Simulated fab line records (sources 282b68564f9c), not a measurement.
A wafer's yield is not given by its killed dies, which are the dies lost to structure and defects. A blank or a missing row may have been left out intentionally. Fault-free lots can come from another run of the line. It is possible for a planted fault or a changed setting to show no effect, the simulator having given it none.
fab line records	flow ritCmos
record lots=14	wafers=42	lastDay=7
route steps=202 shown FOX2@23 NWELL@37 PWELL@49 REOX@102 M1@202
lots with no fault: from the same line, run without faults
startH: hours from the record's first day to the start of the lot's first wafer shown	waitH: hours since the lot's step before	" repeats the value in the row above	L1.1+2: a single row standing in for several wafers	- no value, or no start given	* or withheld: withheld	< > ~ a bound
route shown NAME@n: names a module that has steps shown in the file, with the first one's number in the route	usual: mean/standard deviation of fault-free wafers	same: alike in all rows	chamber/n: place in a boat	sites: readings site by site	_std_site: standard deviation of those values	_edge_site: outer sites' mean less inner sites'	radiusMm: how far each site lies from the wafer's centre	mask NAME#n: copy n	behind: the most recent tool/chamber to have shaped the wafer	hold: cause of the lot's hold/its duration in hours/its outcome	device: transistor that didn't switch, given as n, p or np	end of line: the same wafers' tests at the end of the route	step lacking rows: just its recipe	killed: count of dies lost to structure and defects at first sort (not the wafer's yield)	map: dies across one wafer; x = killed, . = not, _ = none there
set.NAME: setting as actually run; set.NAME@STEP: the setting as run at that earlier step	model.NAME: the simulator's own value behind a step, which no gauge read
a sample of lots followed through the steps of the route, with each step as a table and each wafer as a row
services: the hour from which a tool's chamber was out of use, counted from the record's first day as startH (under 0 if before that day), plus the number of hours and why
## steps
# step RIT_FOX2_OXIDATION_00
# recipe tempC=1100	ambient=H2O	targetThkA=3507	pH2oTorr=720	oxTimeS=1130
# usual spikeTcCentreC=1103.3/1.2	spikeTcLoadC=1130.2/1.2	spikeTcSourceC=1123/3.4	tubeCenterTempC=1100/0.097	tube_center_temp_C_max=1102.8/0.42
lot.wafer	tool	chamber	startH	waitH	spikeTcCentreC	spikeTcLoadC	spikeTcSourceC	tubeCenterTempC	tube_center_temp_C_max
L664.1	furnace-03	0	18.79	0.0	1102.6	1129.8	1117	1100	1102.7
L664.3	"	0	"	"	1102.7	1129.1	1118	1099.9	1103.0
L664.6	"	0	"	"	1102.4	1129.7	1117	1100	1102.7
L665.1	furnace-04	0	22.17	0.0	1104.4	1129.5	1126	1099.9	1102.4
L665.3	"	0	"	"	1104.8	1130.7	1125	1100.1	1103.1
L665.6	"	0	"	"	1105.2	1130.2	1125	1099.9	1103.0
L666.1	furnace-04	0	28.00	0.0	1104.8	1130.2	1123	1099.9	1103.4
L666.5	"	0	"	"	1106.0	1129.5	1125	1100.1	1103.4
L666.6	"	0	"	"	1103.9	1130.6	1126	1099.9	1102.3
L669.1	furnace-03	0	43.17	0.0	1102.4	1129.0	1117	1099.9	1103.2
L669.4	"	0	"	"	1101.0	1129.7	1116	1099.9	1103.0
L669.5	"	0	"	"	1102.2	1129.3	1118	1100	1102.5
L671.1	furnace-01	0	53.11	0.0	1102.7	1131.5	1122	1100	1103.4
L671.4	"	0	"	"	1102.9	1131.0	1122	1100	1102.6
L671.5	"	0	"	"	1103.4	1129.6	1121	1100.1	1102.9
L672.3	furnace-04	0	59.22	0.0	1104.0	1130.6	1124	1100	1102.6
L672.4	"	0	"	"	1103.1	1130.3	1125	1100	1102.8
L672.6	"	0	"	"	1103.8	1130.1	1126	1099.9	1102.7
L673.1	furnace-04	0	67.45	2.1	1103.0	1129.9	1125	1100	1102.5
L673.2	"	0	"	"	1105.4	1130.6	1124	1100	1102.2
L673.4	"	0	"	"	1102.9	1129.3	1126	1100.1	1102.5
L677.4	furnace-01	0	83.78	0.1	1128.8	1157.0	1146	1125	1127.8
L677.5	"	0	"	"	1125.6	1155.8	1148	1125	1128.3
L677.6	"	0	"	"	1127.9	1155.6	1147	1125	1128.2
L678.4	furnace-01	0	87.86	0.0	1129.3	1156.7	1147	1125	1128.9
L678.5	"	0	"	"	1127.4	1155.5	1149	1124.9	1128.2
L678.6	"	0	"	"	1125.8	1157.7	1148	1125.2	1128.0
L681.1	furnace-01	0	102.93	0.0	1126.9	1155.0	1148	1125	1128.4
L681.2	"	0	"	"	1128.8	1156.8	1148	1125.1	1127.6
L681.5	"	0	"	"	1127.9	1158.4	1146	1124.8	1127.5
L682.2	furnace-04	0	110.37	0.9	1105.5	1129.5	1126	1099.9	1102.0
L682.5	"	0	"	"	1103.5	1131.8	1123	1100.1	1102.7
L682.6	"	0	"	"	1105.4	1130.1	1125	1100	1103.2
L683.4	furnace-04	0	113.43	0.0	1104.7	1127.8	1125	1099.7	1102.4
L683.5	"	0	"	"	1103.9	1129.0	1125	1100	1102.4
L683.6	"	0	"	"	1103.7	1128.7	1127	1099.8	1103.2
L685.1	furnace-04	0	123.98	0.0	1103.7	1129.5	1123	1099.9	1102.4
L685.4	"	0	"	"	1105.9	1130.7	1125	1100	1102.5
L685.6	"	0	"	"	1104.4	1130.7	1124	1099.9	1102.8
L687.2	furnace-03	0	133.71	0.0	1103.4	1128.8	1117	1099.9	1102.1
L687.3	"	0	"	"	1102.4	1128.8	1117	1100	1103.2
L687.6	"	0	"	"	1101.1	1130.8	1118	1100.1	1103.0
# step RIT_FOX2_THK_MEAS_01
# recipe reads=SiO2_of_FOX2_OXIDATION_00
# usual FOX2_OXIDE_THK=349/7.8
lot.wafer	tool	chamber	startH	waitH	FOX2_OXIDE_THK[nm]
L664.1	filmMetro-02	-	20.11	0.0	355
L664.3	"	-	"	"	349
L664.6	"	-	"	"	362
L665.1	filmMetro-03	-	23.49	0.0	354
L665.3	"	-	"	"	361
L665.6	"	-	"	"	350
L666.1	filmMetro-04	-	29.31	0.0	353
L666.5	"	-	"	"	343
L666.6	"	-	"	"	347
L669.1	filmMetro-02	-	44.49	0.0	366
L669.4	"	-	"	"	364
L669.5	"	-	"	"	360
L671.1	filmMetro-03	-	54.42	0.0	333
L671.4	"	-	"	"	335
L671.5	"	-	"	"	338
L672.3	filmMetro-03	-	60.55	0.0	347
L672.4	"	-	"	"	348
L672.6	"	-	"	"	355
L673.1	filmMetro-03	-	68.76	0.0	352
L673.2	"	-	"	"	356
L673.4	"	-	"	"	354
L677.4	filmMetro-03	-	85.12	0.0	382
L677.5	"	-	"	"	385
L677.6	"	-	"	"	384
L678.4	filmMetro-02	-	89.20	0.0	385
L678.5	"	-	"	"	384
L678.6	"	-	"	"	383
L681.1	filmMetro-03	-	104.25	0.0	396
L681.2	"	-	"	"	394
L681.5	"	-	"	"	391
L682.2	filmMetro-03	-	111.70	0.0	344
L682.5	"	-	"	"	351
L682.6	"	-	"	"	351
L683.4	filmMetro-02	-	114.81	0.1	350
L683.5	"	-	"	"	353
L683.6	"	-	"	"	353
L685.1	filmMetro-04	-	125.29	0.0	354
L685.4	"	-	"	"	349
L685.6	"	-	"	"	355
L687.2	filmMetro-03	-	135.04	0.0	347
L687.3	"	-	"	"	352
L687.6	"	-	"	"	351
# step RIT_FOX2_THK_MEAS_90
# recipe reads=SiO2_of_FOX2_OXIDATION_00
# usual FIELD_OXIDE_LEFT_1_THK=322/7.9
lot.wafer	tool	chamber	startH	waitH	FIELD_OXIDE_LEFT_1_THK[nm]
L664.1	filmMetro-03	-	21.04	0.0	328
L664.3	"	-	"	"	322
L664.6	"	-	"	"	335
L665.1	filmMetro-03	-	25.32	0.0	326
L665.3	"	-	"	"	333
L665.6	"	-	"	"	323
L666.1	filmMetro-03	-	30.95	0.0	325
L666.5	"	-	"	"	315
L666.6	"	-	"	"	319
L669.1	filmMetro-03	-	45.44	0.0	339
L669.4	"	-	"	"	337
L669.5	"	-	"	"	332
L671.1	filmMetro-03	-	55.37	0.0	305
L671.4	"	-	"	"	308
L671.5	"	-	"	"	310
L672.3	filmMetro-03	-	61.49	0.0	320
L672.4	"	-	"	"	320
L672.6	"	-	"	"	328
L673.1	filmMetro-03	-	69.64	0.0	325
L673.2	"	-	"	"	329
L673.4	"	-	"	"	327
L677.4	filmMetro-04	-	86.07	0.0	354
L677.5	"	-	"	"	357
L677.6	"	-	"	"	356
L678.4	filmMetro-02	-	90.08	0.0	358
L678.5	"	-	"	"	357
L678.6	"	-	"	"	356
L681.1	filmMetro-03	-	105.88	0.0	369
L681.2	"	-	"	"	367
L681.5	"	-	"	"	364
L682.2	filmMetro-03	-	113.34	0.0	317
L682.5	"	-	"	"	324
L682.6	"	-	"	"	323
L683.4	filmMetro-02	-	115.85	0.0	322
L683.5	"	-	"	"	326
L683.6	"	-	"	"	325
L685.1	filmMetro-02	-	126.17	0.0	326
L685.4	"	-	"	"	322
L685.6	"	-	"	"	327
L687.2	filmMetro-03	-	136.68	0.0	319
L687.3	"	-	"	"	325
L687.6	"	-	"	"	324
# step RIT_NWELL_STRIP_09
# recipe chemistry=O2	timeS=180	resist=NOVOLAK	platenTempC=withheld	powerW=500	pressureMtorr=4000	o2FlowSccm=4000
# usual drypumpMotorCurrentA=5.5/0.45
lot.wafer	tool	chamber	startH	waitH	drypumpMotorCurrentA	rfHoursCounterH
L664.1	plasmaAsher-02	0	22.54	0.1	6.2	40
L664.3	"	0	"	"	6.2	-
L664.6	"	0	"	"	6.2	-
L665.1	plasmaAsher-03	0	26.69	0.1	5.2	19
L665.3	"	0	"	"	5.2	-
L665.6	"	0	"	"	5.1	-
L666.1	plasmaAsher-03	1	32.47	0.1	5.4	19
L666.5	"	1	"	"	5.4	-
L666.6	"	0	"	"	5.1	-
L669.1	plasmaAsher-02	1	46.94	0.1	5.2	43
L669.4	"	0	"	"	6.2	-
L669.5	"	1	"	"	5.2	-
L671.1	plasmaAsher-01	0	56.87	0.1	6.2	45
L671.4	"	0	"	"	6.1	-
L671.5	"	0	"	"	6.1	-
L672.3	plasmaAsher-03	0	63.05	0.1	5.2	-
L672.4	"	1	"	"	5.4	-
L672.6	"	1	"	"	5.4	-
L673.1	plasmaAsher-02	0	71.27	0.1	6.2	45
L673.2	"	1	"	"	5.3	45
L673.4	"	1	"	"	5.3	-
L677.4	plasmaAsher-01	1	87.49	0.1	5.1	-
L677.5	"	0	"	"	6.1	-
L677.6	"	1	"	"	5.1	-
L678.4	plasmaAsher-01	0	91.48	0.1	6.2	-
L678.5	"	0	"	"	6.1	-
L678.6	"	1	"	"	5.1	-
L681.1	plasmaAsher-01	1	107.40	0.1	5.1	50
L681.2	"	0	"	"	6.1	50
L681.5	"	1	"	"	5.1	-
L682.2	plasmaAsher-03	0	114.83	0.1	5.2	27
L682.5	"	0	"	"	5.2	-
L682.6	"	1	"	"	5.4	-
L683.4	plasmaAsher-01	1	117.46	0.1	5.1	-
L683.5	"	1	"	"	5.1	-
L683.6	"	0	"	"	6.1	-
L685.1	plasmaAsher-02	1	127.65	0.1	5.2	1
L685.4	"	1	"	"	5.2	-
L685.6	"	0	"	"	6.2	-
L687.2	plasmaAsher-02	1	138.20	0.1	5.3	2
L687.3	"	1	"	"	5.3	-
L687.6	"	0	"	"	6.2	-
# step RIT_PWELL_TW_MEAS_10
# usual PWELL_TW=956/11
lot.wafer	tool	chamber	startH	waitH	PWELL_TW
L664.1	filmMetro-03	-	24.39	0.1	973
L664.3	"	-	"	"	974
L664.6	"	-	"	"	978
L665.1	filmMetro-04	-	28.61	0.1	948
L665.3	"	-	"	"	947
L665.6	"	-	"	"	938
L666.1	filmMetro-03	-	34.51	0.1	978
L666.5	"	-	"	"	974
L666.6	"	-	"	"	970
L669.1	filmMetro-03	-	48.80	0.1	969
L669.4	"	-	"	"	972
L669.5	"	-	"	"	966
L671.1	filmMetro-01	-	58.65	0.1	944
L671.4	"	-	"	"	946
L671.5	"	-	"	"	948
L672.3	filmMetro-01	-	64.86	0.1	940
L672.4	"	-	"	"	946
L672.6	"	-	"	"	943
L673.1	filmMetro-01	-	73.00	0.1	952
L673.2	"	-	"	"	950
L673.4	"	-	"	"	952
L677.4	filmMetro-01	-	89.19	0.1	948
L677.5	"	-	"	"	954
L677.6	"	-	"	"	951
L678.4	filmMetro-01	-	93.27	0.1	950
L678.5	"	-	"	"	950
L678.6	"	-	"	"	950
L681.1	filmMetro-01	-	109.25	0.1	952
L681.2	"	-	"	"	951
L681.5	"	-	"	"	951
L682.2	filmMetro-03	-	116.81	0.1	975
L682.5	"	-	"	"	966
L682.6	"	-	"	"	968
L683.4	filmMetro-01	-	119.33	0.1	955
L683.5	"	-	"	"	952
L683.6	"	-	"	"	951
L685.1	filmMetro-04	-	129.50	0.1	940
L685.4	"	-	"	"	945
L685.6	"	-	"	"	942
L687.2	filmMetro-03	-	140.09	0.1	967
L687.3	"	-	"	"	965
L687.6	"	-	"	"	970
# step RIT_FOX2_THK_MEAS_91
# recipe reads=SiO2_of_FOX2_OXIDATION_00
# usual FIELD_OXIDE_LEFT_2_THK=254/7.9
lot.wafer	tool	chamber	startH	waitH	FIELD_OXIDE_LEFT_2_THK[nm]
L664.1	filmMetro-03	-	34.13	0.0	260
L664.3	"	-	"	"	254
L664.6	"	-	"	"	268
L665.1	filmMetro-04	-	38.44	0.0	258
L665.3	"	-	"	"	265
L665.6	"	-	"	"	254
L666.1	filmMetro-02	-	44.91	0.0	257
L666.5	"	-	"	"	247
L666.6	"	-	"	"	250
L669.1	filmMetro-03	-	58.08	0.0	271
L669.4	"	-	"	"	270
L669.5	"	-	"	"	264
L671.1	filmMetro-02	-	67.85	0.0	236
L671.4	"	-	"	"	239
L671.5	"	-	"	"	242
L672.3	filmMetro-02	-	74.15	0.0	252
L672.4	"	-	"	"	252
L672.6	"	-	"	"	260
L673.1	filmMetro-03	-	81.92	0.0	256
L673.2	"	-	"	"	260
L673.4	"	-	"	"	258
L677.4	filmMetro-03	-	98.57	0.0	286
L677.5	"	-	"	"	290
L677.6	"	-	"	"	288
L678.4	filmMetro-04	-	103.78	0.0	290
L678.5	"	-	"	"	289
L678.6	"	-	"	"	288
L681.1	filmMetro-03	-	118.71	0.0	301
L681.2	"	-	"	"	299
L681.5	"	-	"	"	296
L682.2	filmMetro-04	-	125.85	0.0	249
L682.5	"	-	"	"	256
L682.6	"	-	"	"	255
L683.4	filmMetro-03	-	129.00	0.0	254
L683.5	"	-	"	"	258
L683.6	"	-	"	"	257
L685.1	filmMetro-03	-	139.51	0.0	258
L685.4	"	-	"	"	253
L685.6	"	-	"	"	258
L687.2	filmMetro-03	-	149.45	0.0	251
L687.3	"	-	"	"	256
L687.6	"	-	"	"	256
# step RIT_REOX_THK_MEAS_04
# recipe reads=SiO2_of_REOX_OXIDATION_03
# usual REOX_OXIDE_THK=25.0/0.51
lot.wafer	tool	chamber	startH	waitH	REOX_OXIDE_THK[nm]
L664.1	filmMetro-04	-	44.60	0.0	24.4
L664.3	"	-	"	"	23.9
L664.6	"	-	"	"	24.5
L665.1	filmMetro-04	-	47.04	0.0	25.7
L665.3	"	-	"	"	25.6
L665.6	"	-	"	"	25.7
L666.1	filmMetro-01	-	55.66	0.0	25.6
L666.5	"	-	"	"	25.3
L666.6	"	-	"	"	25.7
L669.1	filmMetro-03	-	67.59	0.0	26.0
L669.4	"	-	"	"	25.5
L669.5	"	-	"	"	25.9
L671.1	filmMetro-03	-	75.89	0.0	23.9
L671.4	"	-	"	"	24.6
L671.5	"	-	"	"	24.5
L672.3	filmMetro-01	-	83.80	0.0	25.0
L672.4	"	-	"	"	25.0
L672.6	"	-	"	"	24.7
L673.1	filmMetro-01	-	91.32	0.0	24.7
L673.2	"	-	"	"	24.7
L673.4	"	-	"	"	24.8
L677.4	filmMetro-01	-	107.76	0.0	25.5
L677.5	"	-	"	"	25.3
L677.6	"	-	"	"	25.2
L678.4	filmMetro-03	-	115.35	0.0	25.4
L678.5	"	-	"	"	25.3
L678.6	"	-	"	"	25.5
L681.1	filmMetro-03	-	127.60	0.0	25.5
L681.2	"	-	"	"	25.5
L681.5	"	-	"	"	25.7
L682.2	filmMetro-01	-	135.17	0.0	25.2
L682.5	"	-	"	"	25.1
L682.6	"	-	"	"	25.7
L683.4	filmMetro-04	-	137.74	0.0	24.3
L683.5	"	-	"	"	24.0
L683.6	"	-	"	"	23.8
L685.1	filmMetro-04	-	147.31	0.0	24.9
L685.4	"	-	"	"	24.5
L685.6	"	-	"	"	24.9
L687.2	filmMetro-04	-	161.56	0.0	25.5
L687.3	"	-	"	"	25.5
L687.6	"	-	"	"	25.6
# step RIT_M1_PROBE_99
# usual killed_at_M0_to_M3=0.0/0.18	killedAtContacts=0.1/0.32	killedAtFrontEnd=7/3	killedDies=7/3.1	killedOpen=3.3/1.8	killedShort=3.6/2
# same grossDies=264	killed_at_M4_up=0	killedAtBackSide=0	killedAtOther=0
lot.wafer	tool	chamber	startH	waitH	killed_at_M0_to_M3	killedAtContacts	killedAtFrontEnd	killedDies	killedOpen	killedShort
L664.1	prober-01	-	61.54	0.1	0	0	4	4	3	1
L664.3	prober-01	-	61.64	0.2	0	1	9	10	6	4
L664.6	prober-01	-	61.79	0.2	0	0	12	12	4	8
L665.1	prober-02	-	63.92	0.1	0	0	4	4	3	1
L665.3	prober-02	-	64.02	0.2	0	0	10	10	3	7
L665.6	prober-02	-	64.17	0.2	0	0	10	10	5	5
L666.1	prober-01	-	73.47	0.1	0	0	7	7	4	3
L666.5	prober-01	-	73.67	0.2	0	0	12	12	6	6
L666.6	prober-01	-	73.72	0.2	0	0	9	9	5	4
L669.1	prober-02	-	84.45	0.1	0	0	5	5	2	3
L669.4	prober-02	-	84.60	0.2	0	1	0	1	0	1
L669.5	prober-02	-	84.65	0.2	0	0	7	7	5	2
L671.1	prober-02	-	92.56	0.1	0	0	9	9	3	6
L671.4	prober-02	-	92.71	0.2	0	0	8	8	5	3
L671.5	prober-02	-	92.76	0.2	0	0	7	7	4	3
L672.3	prober-01	-	101.73	0.2	1	0	3	4	2	1
L672.4	prober-01	-	101.78	0.2	0	0	8	8	5	3
L672.6	prober-01	-	101.88	0.2	0	0	9	9	5	4
L673.1	prober-02	-	109.38	0.1	0	1	9	10	4	6
L673.2	prober-02	-	109.43	0.1	0	0	11	11	7	4
L673.4	prober-02	-	109.53	0.2	0	0	8	8	5	3
L677.4	prober-02	-	125.72	0.2	0	0	6	6	3	3
L677.5	prober-02	-	125.77	0.2	0	2	10	12	7	5
L677.6	prober-02	-	125.82	0.2	0	0	12	12	3	9
L678.4	prober-01	-	132.22	0.2	0	0	5	5	2	3
L678.5	prober-01	-	132.27	0.2	0	0	4	4	2	2
L678.6	prober-01	-	132.32	0.2	0	0	6	6	1	5
L681.1	prober-02	-	144.08	0.1	0	0	12	12	6	6
L681.2	prober-02	-	144.13	0.1	0	0	10	10	6	4
L681.5	prober-02	-	144.28	0.2	0	0	11	11	5	6
L682.2	prober-01	-	152.62	0.1	0	0	8	8	2	6
L682.5	prober-01	-	152.77	0.2	0	0	3	3	2	1
L682.6	prober-01	-	152.82	0.2	0	0	7	7	3	4
L683.4	prober-02	-	154.74	0.2	0	0	5	5	2	3
L683.5	prober-02	-	154.79	0.2	0	0	4	4	1	3
L683.6	prober-02	-	154.84	0.2	0	0	7	7	3	4
L685.1	prober-02	-	163.87	0.1	0	2	5	7	3	3
L685.4	prober-02	-	164.02	0.2	0	0	8	8	3	5
L685.6	prober-02	-	164.12	0.2	0	0	8	8	3	5
L687.2	prober-02	-	178.62	0.1	0	0	7	7	2	5
L687.3	prober-02	-	178.67	0.2	0	0	10	10	5	5
L687.6	prober-02	-	178.82	0.2	0	0	12	12	5	7
# killed by level:class
L664.1 SPACER:geometricParticle:open=2 GATE:geometricParticle:open=1 SPACER:geometricParticle:short=1
L664.3 FOX1:geometricParticle:open=2 SILICIDE:geometricParticle:open=2 GATE:geometricParticle:short=2 FOX1:geometricParticle:short=1 REOX:geometricParticle:short=1 SPACER:geometricParticle:open=1 CONTACT:geometricParticle:open=1
L664.6 GATE:geometricParticle:short=5 FOX1:geometricParticle:short=2 FOX2:geometricParticle:short=1 FOX2:geometricParticle:open=1 GATE:geometricParticle:open=1 REOX:geometricParticle:open=1 SPACER:geometricParticle:open=1
L665.1 SPACER:geometricParticle:open=2 FOX1:geometricParticle:open=1 SPACER:geometricParticle:short=1
L665.3 GATE:geometricParticle:short=3 SPACER:geometricParticle:short=2 FOX1:geometricParticle:open=1 FOX1:geometricParticle:short=1 GATE:geometricParticle:open=1 REOX:geometricParticle:short=1 SILICIDE:geometricParticle:open=1
L665.6 GATE:geometricParticle:short=3 FOX1:geometricParticle:open=2 GATE:geometricParticle:open=1 REOX:geometricParticle:short=1 SPACER:geometricParticle:open=1 SILICIDE:geometricParticle:open=1 SILICIDE:geometricParticle:short=1
L666.1 FOX1:geometricParticle:open=1 FOX2:geometricParticle:open=1 GATE:geometricParticle:short=1 REOX:geometricParticle:short=1 REOX:geometricParticle:open=1 SPACER:geometricParticle:open=1 SILICIDE:geometricParticle:short=1
L666.5 SPACER:geometricParticle:open=3 GATE:geometricParticle:open=2 SPACER:geometricParticle:short=2 FOX1:geometricParticle:short=1 GATE:geometricParticle:short=1 REOX:geometricParticle:short=1 SILICIDE:geometricParticle:open=1 SILICIDE:geometricParticle:short=1
L666.6 GATE:geometricParticle:open=4 REOX:geometricParticle:short=3 SPACER:geometricParticle:open=1 SPACER:geometricParticle:short=1
L669.1 FOX1:geometricParticle:short=1 REOX:geometricParticle:open=1 REOX:geometricParticle:short=1 SPACER:geometricParticle:open=1 SPACER:geometricParticle:short=1
L669.4 CONTACT:geometricParticle:short=1
L669.5 GATE:geometricParticle:open=3 FOX1:geometricParticle:open=1 FOX1:geometricParticle:short=1 GATE:geometricParticle:short=1 REOX:geometricParticle:open=1
L671.1 GATE:geometricParticle:open=2 REOX:geometricParticle:short=2 SPACER:geometricParticle:short=2 FOX1:geometricParticle:short=1 GATE:geometricParticle:short=1 REOX:geometricParticle:open=1
L671.4 SPACER:geometricParticle:open=2 FOX2:geometricParticle:short=1 FOX2:geometricParticle:open=1 GATE:geometricParticle:open=1 GATE:geometricParticle:short=1 REOX:geometricParticle:open=1 SILICIDE:geometricParticle:short=1
L671.5 GATE:geometricParticle:short=2 FOX1:geometricParticle:open=1 FOX1:geometricParticle:short=1 FOX2:geometricParticle:open=1 GATE:geometricParticle:open=1 REOX:geometricParticle:open=1
L672.3 GATE:geometricParticle:open=1 REOX:geometricParticle:open=1 SILICIDE:geometricParticle:short=1 M1:coatMicrobubblePrinted=1
L672.4 GATE:geometricParticle:open=3 FOX1:geometricParticle:short=2 FOX1:geometricParticle:open=2 REOX:geometricParticle:short=1
L672.6 GATE:geometricParticle:open=4 SILICIDE:geometricParticle:short=3 GATE:geometricParticle:short=1 SILICIDE:geometricParticle:open=1
L673.1 SPACER:geometricParticle:short=3 FOX2:geometricParticle:open=2 FOX2:geometricParticle:short=1 GATE:geometricParticle:open=1 GATE:geometricParticle:short=1 REOX:geometricParticle:open=1 CONTACT:geometricParticle:short=1
L673.2 SPACER:geometricParticle:open=4 GATE:geometricParticle:short=2 FOX2:geometricParticle:open=1 FOX2:geometricParticle:short=1 GATE:geometricParticle:open=1 SPACER:geometricParticle:short=1 SILICIDE:geometricParticle:open=1
L673.4 SPACER:geometricParticle:open=3 GATE:geometricParticle:open=2 GATE:geometricParticle:short=2 SPACER:geometricParticle:short=1
L677.4 FOX1:geometricParticle:open=3 FOX1:geometricParticle:short=2 SILICIDE:geometricParticle:short=1
L677.5 GATE:geometricParticle:open=2 SILICIDE:geometricParticle:open=2 CONTACT:geometricParticle:short=2 FOX1:geometricParticle:open=1 FOX1:geometricParticle:short=1 FOX2:geometricParticle:open=1 SPACER:geometricParticle:open=1 SPACER:geometricParticle:short=1
L677.6 SILICIDE:geometricParticle:short=4 GATE:geometricParticle:open=2 FOX1:geometricParticle:open=1 FOX1:geometricParticle:short=1 FOX2:geometricParticle:short=1 GATE:geometricParticle:short=1 REOX:geometricParticle:short=1 SPACER:geometricParticle:short=1
L678.4 GATE:geometricParticle:short=3 GATE:geometricParticle:open=2
L678.5 FOX1:geometricParticle:short=1 FOX2:geometricParticle:open=1 GATE:geometricParticle:open=1 GATE:geometricParticle:short=1
L678.6 FOX1:geometricParticle:short=2 FOX2:geometricParticle:open=1 FOX2:geometricParticle:short=1 GATE:geometricParticle:short=1 REOX:geometricParticle:short=1
L681.1 SILICIDE:geometricParticle:open=3 FOX1:geometricParticle:short=2 FOX2:geometricParticle:short=2 SILICIDE:geometricParticle:short=2 SPACER:geometricParticle:open=1 FOX1:geometricParticle:open=1 FOX2:geometricParticle:open=1
L681.2 SPACER:geometricParticle:open=3 GATE:geometricParticle:short=2 SILICIDE:geometricParticle:short=2 FOX2:geometricParticle:open=1 GATE:geometricParticle:open=1 REOX:geometricParticle:open=1
L681.5 FOX1:geometricParticle:short=2 GATE:geometricParticle:open=2 SPACER:geometricParticle:open=2 FOX2:geometricParticle:open=1 GATE:geometricParticle:short=1 REOX:geometricParticle:short=1 SPACER:geometricParticle:short=1 SILICIDE:geometricParticle:short=1
L682.2 FOX1:geometricParticle:short=2 GATE:geometricParticle:open=2 SPACER:geometricParticle:short=2 FOX2:geometricParticle:short=1 GATE:geometricParticle:short=1
L682.5 SPACER:geometricParticle:open=2 SPACER:geometricParticle:short=1
L682.6 FOX1:geometricParticle:short=2 FOX1:geometricParticle:open=1 FOX2:geometricParticle:open=1 GATE:geometricParticle:open=1 REOX:geometricParticle:short=1 SPACER:geometricParticle:short=1
L683.4 GATE:geometricParticle:short=3 FOX1:geometricParticle:open=1 REOX:geometricParticle:open=1
L683.5 FOX1:geometricParticle:short=1 GATE:geometricParticle:short=1 GATE:geometricParticle:open=1 SILICIDE:geometricParticle:short=1
L683.6 GATE:geometricParticle:short=2 FOX1:geometricParticle:short=1 FOX1:geometricParticle:open=1 GATE:geometricParticle:open=1 REOX:geometricParticle:open=1 SPACER:geometricParticle:short=1
L685.1 GATE:geometricParticle:open=2 FOX1:geometricParticle:short=1 SPACER:geometricParticle:open=1 SILICIDE:geometricParticle:short=1 CONTACT:geometricParticle:short=1 CONTACT:coatMicrobubblePrinted=1
L685.4 GATE:geometricParticle:short=3 FOX1:geometricParticle:short=2 FOX1:geometricParticle:open=1 GATE:geometricParticle:open=1 REOX:geometricParticle:open=1
L685.6 GATE:geometricParticle:short=3 FOX1:geometricParticle:short=1 GATE:geometricParticle:open=1 REOX:geometricParticle:open=1 SPACER:geometricParticle:short=1 SILICIDE:geometricParticle:open=1
L687.2 GATE:geometricParticle:short=4 SPACER:geometricParticle:open=1 SILICIDE:geometricParticle:short=1 SILICIDE:geometricParticle:open=1
L687.3 GATE:geometricParticle:open=4 FOX1:geometricParticle:short=2 GATE:geometricParticle:short=2 REOX:geometricParticle:short=1 REOX:geometricParticle:open=1
L687.6 FOX1:geometricParticle:short=4 GATE:geometricParticle:open=2 FOX1:geometricParticle:open=1 FOX2:geometricParticle:short=1 GATE:geometricParticle:short=1 REOX:geometricParticle:open=1 SPACER:geometricParticle:short=1 SILICIDE:geometricParticle:open=1
## services
tool	chamber	startH	hours	kind
furnace-04	-	34.39	2.6	pm
furnace-01	-	59.51	4.3	pm
plasmaAsher-03	-	107.98	6.8	repair
plasmaAsher-02	-	108.75	9.0	pm
plasmaAsher-02	0	108.75	9.0	ventCycle
plasmaAsher-02	1	108.75	9.0	ventCycle
plasmaAsher-02	0	117.75	-	clean
plasmaAsher-02	1	117.75	-	clean
furnace-03	-	129.58	2.6	pm
## key
firstSign step=RIT_FOX2_OXIDATION_00	reading=tubeCenterTempC	direction=up	sigmas=99+	usual=*	struck=*
effect step=RIT_FOX2_OXIDATION_00	reading=tube_center_temp_C_max	direction=up	sigmas=60	usual=*	struck=*
effect step=RIT_FOX2_THK_MEAS_01	reading=FOX2_OXIDE_THK	direction=up	sigmas=4.8	usual=349	struck=387
effect step=RIT_FOX2_THK_MEAS_90	reading=FIELD_OXIDE_LEFT_1_THK	direction=up	sigmas=4.8	usual=322	struck=360
effect step=RIT_FOX2_THK_MEAS_91	reading=FIELD_OXIDE_LEFT_2_THK	direction=up	sigmas=4.8	usual=254	struck=292
metAt RIT_FOX2_OXIDATION_00
struckLots L677,L678,L681
testerLeftOut L677,L678,L681
notActingAt RIT_NWELL_STRIP_09,RIT_PWELL_TW_MEAS_10,RIT_REOX_THK_MEAS_04
onsetBetween 53.11 83.78
fault kind=processParameterDrift	tool=furnace-01	chamber=-	onsetH=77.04	steps=RIT_FOX2_OXIDATION_00	channel=tempC	offset=*	shape=step	endH=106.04	actsIn=*	stated=*
# testerLeftOut: of these lots the tester's yield and bins aren't shown, on N5 and GAA mostly nor the transistor test; their killed dies are dies lost to structure and defects alone, not to doping, threshold or leakage, so they don't give the yield
